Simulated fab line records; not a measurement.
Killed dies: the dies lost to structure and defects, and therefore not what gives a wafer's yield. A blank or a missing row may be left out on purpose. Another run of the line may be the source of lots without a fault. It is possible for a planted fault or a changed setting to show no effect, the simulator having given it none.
A sampling plan put to the test    flow rit cmos    one fab line, 14 faults that these records tell of, each judged on the records of the lots that it struck
What counts as the plan is the set of the line's own looks, namely the steps on the route at which a gauge or an inspection reads a wafer and does not change it. A look is open to judgement when struck wafers have a number at it and the file gives its usual mean and standard deviation on fault-free wafers. Caught: the struck wafers' mean, at a look after the fault's first step, is 4 or more of those standard deviations (sigma) away from the usual mean. On the tool: the test repeated on the tool's own readings taken at the fault's steps. Another recipe on the struck wafers, or a record that is blank for them alone, also counts as caught.

THE FAULTS, as the simulator had put them in
1. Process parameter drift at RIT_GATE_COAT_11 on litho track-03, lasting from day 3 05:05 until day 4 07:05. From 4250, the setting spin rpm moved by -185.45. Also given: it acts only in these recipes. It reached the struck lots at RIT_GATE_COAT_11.
2. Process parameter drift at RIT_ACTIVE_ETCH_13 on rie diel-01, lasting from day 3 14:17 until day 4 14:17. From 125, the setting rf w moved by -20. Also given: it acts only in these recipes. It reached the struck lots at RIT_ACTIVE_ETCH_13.
3. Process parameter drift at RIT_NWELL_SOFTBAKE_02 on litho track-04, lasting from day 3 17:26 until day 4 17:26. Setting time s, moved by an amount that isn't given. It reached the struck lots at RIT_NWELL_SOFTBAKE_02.
4. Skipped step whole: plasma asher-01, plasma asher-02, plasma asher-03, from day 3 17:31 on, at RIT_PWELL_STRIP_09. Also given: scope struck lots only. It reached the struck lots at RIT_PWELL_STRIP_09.
5. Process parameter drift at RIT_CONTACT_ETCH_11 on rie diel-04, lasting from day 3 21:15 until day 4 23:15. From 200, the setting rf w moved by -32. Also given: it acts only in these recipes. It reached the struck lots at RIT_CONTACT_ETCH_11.
6. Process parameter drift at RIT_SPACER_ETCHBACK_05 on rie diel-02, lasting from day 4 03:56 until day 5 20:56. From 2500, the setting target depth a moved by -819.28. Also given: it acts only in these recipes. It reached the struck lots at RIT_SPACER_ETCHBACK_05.
7. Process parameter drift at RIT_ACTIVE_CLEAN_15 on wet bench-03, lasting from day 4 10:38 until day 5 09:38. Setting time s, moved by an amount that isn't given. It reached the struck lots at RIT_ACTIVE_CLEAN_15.
8. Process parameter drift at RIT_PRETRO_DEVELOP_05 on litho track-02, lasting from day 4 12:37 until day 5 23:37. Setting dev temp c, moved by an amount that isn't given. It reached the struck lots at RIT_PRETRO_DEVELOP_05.
9. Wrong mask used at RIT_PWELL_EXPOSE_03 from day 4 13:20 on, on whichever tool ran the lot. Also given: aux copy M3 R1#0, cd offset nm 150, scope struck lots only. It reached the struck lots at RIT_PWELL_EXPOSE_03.
10. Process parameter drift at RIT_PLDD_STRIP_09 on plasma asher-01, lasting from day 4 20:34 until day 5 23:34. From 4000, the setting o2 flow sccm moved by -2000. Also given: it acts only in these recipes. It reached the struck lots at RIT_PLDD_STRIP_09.
11. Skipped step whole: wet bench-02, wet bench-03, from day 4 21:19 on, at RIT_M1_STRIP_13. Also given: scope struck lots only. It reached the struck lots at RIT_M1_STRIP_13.
12. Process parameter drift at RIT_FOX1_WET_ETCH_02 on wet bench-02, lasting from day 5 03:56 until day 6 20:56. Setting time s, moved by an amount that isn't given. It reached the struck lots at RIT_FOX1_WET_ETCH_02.
13. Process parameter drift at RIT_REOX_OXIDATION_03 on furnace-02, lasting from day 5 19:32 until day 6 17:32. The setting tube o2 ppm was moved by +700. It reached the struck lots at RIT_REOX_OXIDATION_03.
14. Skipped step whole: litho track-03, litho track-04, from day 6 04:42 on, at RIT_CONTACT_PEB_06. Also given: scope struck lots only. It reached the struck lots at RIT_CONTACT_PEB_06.

WHAT THE PLAN SAW
fault  on the tool itself                                first look that catches it                    reading, sigma       median hours from its first step to that look  hours from the fault's start to the first struck lot there  judged looks passed uncaught
1      spin speed rpm -60 sigma                          no look after it can be judged                -                    -                                              -                                                           0
2      rf fwd power W -49 sigma                          no look after it can be judged                -                    -                                              -                                                           0
3      run length s +49 sigma                            no look after it can be judged                -                    -                                              -                                                           0
4      the tool's record is blank for the struck wafers  no look after it can be judged                -                    -                                              -                                                           0
5      rf fwd power W -49 sigma                          no look after it can be judged                -                    -                                              -                                                           0
6      oes product au +11 sigma                          no look after it can be judged                -                    -                                              -                                                           0
7      run length s -15 sigma                            no look after it can be judged                -                    -                                              -                                                           0
8      developer temp C +10 sigma                        not the one look that can be judged after it  -                    -                                              -                                                           1
9      under 2 sigma                                     no look after it can be judged                -                    -                                              -                                                           0
10     o2 flow sccm -99 or beyond sigma                  no look after it can be judged                -                    -                                              -                                                           0
11     the tool's record is blank for the struck wafers  no look after it can be judged                -                    -                                              -                                                           0
12     only faintly: run length s +3.7 sigma             no look after it can be judged                -                    -                                              -                                                           0
13     under 2 sigma                                     RIT_REOX_THK_MEAS_04                          REOX_OXIDE_THK +6.1  2.6                                            1                                                           0
14     no reading that can be judged                     no look after it can be judged                -                    -                                              -                                                           0
A dash: this means the fault isn't caught or the number doesn't appear in these records.

Caught at a look: 1 of 14. Caught on the tool: 10 of 14. By one or the other: 11 of 14.
Faults caught by the tool alone: 1, 2, 3, 4, 5, 6, 7, 8, 10, 11.
Caught at a look alone: fault 13.
Caught by neither: faults 9, 12, 14.

THINNER SAMPLING
Were the look that catches a fault to measure just every second or every third lot (counted by lot number), the first struck lot would, at worst, be measured this late:
fault  struck lots at that look, in order of time  every lot  every second lot  every third lot
13     L703, L704, L706                            1 h        4 h               may miss all 3
Hours count from the start of the fault until the first struck lot that is measured. Since the struck wafers were tested as one group against 4 sigma, a single lot by itself may lie under the limit. Other struck lots may not be in these records.

THE LONGEST TIMED WAY FROM STEP TO LOOK
Fault 13: a median of 2.6 hours passes between RIT_REOX_OXIDATION_03 and RIT_REOX_THK_MEAS_04. No look between them can be judged.
